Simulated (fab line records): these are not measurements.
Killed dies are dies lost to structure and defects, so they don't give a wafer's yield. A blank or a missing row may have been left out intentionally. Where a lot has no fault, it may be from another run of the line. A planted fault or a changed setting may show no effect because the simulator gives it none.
Comparing a struck lot with a sound one	flow berkeley_cmos170	19 out of 331 route steps
Sound: wafers L830.1, L830.4, L830.5. Wafers L840.1, L840.2, L840.3 were the ones struck. At the end, the cause is stated.
Per side, at each step with rows, come the tool, then ch with its chambers, and then its first start. Under that, the readings that differ: sound wafers	struck wafers	difference of the means	sigmas: that difference in standard deviations of wafers without a fault.
alike: same words and numbers on both sides, and readings whose means sit less than 2 such deviations apart. not compared: any withheld reading, any reading some wafer has no value for, any bound like >300 that may hide the same value, and any number with overlapping values for which the record gives no deviation.
The two part at a step that has a row with sigmas, a row that says differs or no value, or rows on one side only. Numbers that don't overlap but have no deviation are shown without sigmas and don't part them. A reading missing from all wafers of one side parts the sides only when that side holds two or more wafers.

first, 2 steps without rows for these wafers: UCB170_GATE_PEB_10; UCB170_GATE_DEVELOP_11 (develop time 45 s).
UCB170_GATE_CD_MEAS_12 targets a cd of 350 nm.
  sound on cd_sem-01 at day 9 02:31; struck on cd_sem-02 at day 11 08:26
  alike: cd_nm
UCB170_GATE_OVL_MEAS_13:
  sound on overlay-02 at day 9 02:38; struck on overlay-01 at day 11 08:33
  alike: GATE_OVL
UCB170_GATE_ETCH_14: etches BARC in N2/H2.
  sound on rie_diel-03 ch 1,2,3, day 9 02:41; struck on rie_diel-01 ch 1,2,3, day 11 08:35
reading	sound	struck	difference	sigmas
throttle_valve_pct (%)	12.88 13.25 13.16	13.38 13.67 13.47	+0.41	+2
  alike: drypump_motor_current_A, oes_product_au
UCB170_GATE_ETCH_15: etches poly-Si in HBr/Cl2, stops on SiO2, time 56.3 s, target depth 278.2 nm.
  sound on rie_si-01 ch 0,1, day 9 02:43; struck on rie_si-02 ch 0,1,2, day 11 08:38
  alike: drypump_motor_current_A, oes_product_au, throttle_valve_pct
  not compared: rf_hours_counter_h
UCB170_GATE_STRIP_16: strips in O2.
  sound on plasma_asher-02 ch 0,1, day 9 02:46; struck on plasma_asher-03 ch 0,1, day 11 08:41
  alike: drypump_motor_current_A, oes_product_au
  not compared: rf_hours_counter_h
UCB170_GATE_CD_MEAS_90 targets a cd of 350 nm.
  sound on cd_sem-01 at day 9 02:53; struck on cd_sem-02 at day 11 08:47
reading	sound	struck	difference	sigmas
cd_nm (nm)	353.2 352.0 352.8	348.2 349.7 350.5	-3.2	-2
then, 4 steps without rows for these wafers: UCB170_GATE_CLEAN_17 (cleans in SPM, time 600 s); UCB170_PLDD_HMDS_00 (prime time 60 s); UCB170_PLDD_COAT_01 (resist thk 900 nm); UCB170_PLDD_SOFTBAKE_02 (time 60 s).
UCB170_PLDD_EXPOSE_03: exposes mask PSELECT, target cd 1200 nm.
  sound on krf_scanner-02 ch 0, day 9 03:49; struck on krf_scanner-01 ch 0, day 11 09:50
reading	sound	struck	difference	sigmas
model.PLDD.overlay_x_nm (nm)	-0.696 -0.696 -0.696	93.34 93.34 93.34	+94.04	
  alike: mask, stage_vel_mm_s
then, 2 steps without rows for these wafers: UCB170_PLDD_PEB_04; UCB170_PLDD_DEVELOP_05 (develop time 45 s).
UCB170_PLDD_CD_MEAS_06 targets a cd of 1200 nm.
  sound on cd_sem-01 at day 9 04:40; struck on cd_sem-02 at day 11 10:26
  alike: cd_nm
UCB170_PLDD_OVL_MEAS_07:
  sound on overlay-01 at day 9 04:47; struck on overlay-01 at day 11 10:33
reading	sound	struck	difference	sigmas
PLDD_OVL (nm)	1 5 7	93 91 93	+88	+17
following that, these wafers have no rows for 1 step: UCB170_PLDD_IMPLANT_08.
UCB170_M3_PROBE_99:
  the record has rows for the sound wafers here (prober-02, day 10 19:57) and none for the struck ones

WHERE THEY PART
Last at UCB170_M3_PROBE_99 as far as this record goes, first at UCB170_GATE_ETCH_14.

WHY: what the simulator had put in
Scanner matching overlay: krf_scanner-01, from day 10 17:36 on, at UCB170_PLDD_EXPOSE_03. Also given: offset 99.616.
